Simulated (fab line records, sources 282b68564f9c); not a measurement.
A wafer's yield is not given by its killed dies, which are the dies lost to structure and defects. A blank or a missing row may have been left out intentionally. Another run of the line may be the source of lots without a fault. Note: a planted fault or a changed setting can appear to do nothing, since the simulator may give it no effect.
Code-filled problem report in 8D (eight disciplines) form / flow rit_cmos / the parts of the form that need people (team, actions taken, sign-off) are left out

1. THE ISSUE
Mean PSD_OVL at RIT_PSD_OVL_MEAS_06: 131.6 nm over 6 wafers in 2 lots; fault-free wafers: 0.9 nm, standard deviation 1.4. That puts it +93 standard deviations away from the usual mean.
The first sign was on wafer L933.1 at day 5 08:19, on overlay-01. At this step, 42 wafers from 14 lots have a number in the record. Rule for "out" (also "out of limits"): further than 4 standard deviations from the usual mean. The rest of the wafers with a number are treated as sound.

2. WHAT IT IS, AND WHAT IT ISN'T
question=which readings at this step | is=PSD_OVL | is not=-
question=which lots | is=L933, L935 | is not=L922, L923, L924, L925, L926, L927, L928, L930, L942, L943, L944, L945
question=which wafers of those lots | is=all that have a number | is not=-
question=read on which gauges | is=overlay-01 | is not=overlay-02
question=when | is=from day 5 08:19 | is not=up to then (24 sound wafers); but 12 sound wafers of L942, L943, L944, L945 came after

3. SUSPECTS, AND WHAT RULES EACH OUT
Counting: a tool at a process step up to the reading stays a suspect if it ran every lot that is out and no sound lot after the first of them.
- the gauge at RIT_PSD_OVL_MEAS_06: kept. All the wafers that are out were read on overlay-01, and no step on other tools shows them out.
- iline_stepper-01 at RIT_PSD_EXPOSE_03 (exposes mask M10, target cd 40900 nm): kept. All lots that are out passed through it, beginning with L933 at day 5 07:48, and no sound lot followed; its final sound lot before that point was L925 at day 3 15:54.
What counting leaves: iline_stepper-01 at RIT_PSD_EXPOSE_03 and overlay-01 at RIT_PSD_OVL_MEAS_06.

4. THE CAUSE (what the simulator had put in)
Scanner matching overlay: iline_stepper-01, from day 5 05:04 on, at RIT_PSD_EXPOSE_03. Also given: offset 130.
Counting leaves 2 suspects; this tool is one of them.

5. SEQUENCE OF EFFECTS, ordered by route
One row per reading whose mean, taken over the struck wafers that have a number, lies over 3 standard deviations from the usual. Only readings whose record carries a usual standard deviation are examined. hours: median over the lots of the time between each lot's start at the first step of this table that gives one and its start at this step. sigmas: the change, counted in usual standard deviations.
hours=0; step=RIT_PSD_OVL_MEAS_06; reading=PSD_OVL; usual=0.9 nm; on struck wafers=131.6; change=+130.7; sigmas=+93

6. HOW IT WOULD HAVE BEEN CAUGHT EARLIER
The first out-of-limits reading at a measuring or inspecting step in this record came at day 5 08:19, 3 hours after the fault's start at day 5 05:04.
Of the tool readings at RIT_PSD_EXPOSE_03 for which the record gives a usual standard deviation, none was out on any struck wafer, so an alarm limit of 4 standard deviations on them would not have fired.
Of the lots that are out (2), L935 began RIT_PSD_EXPOSE_03 on iline_stepper-01 after day 5 08:19. Putting the tool on hold at that point would have spared it.
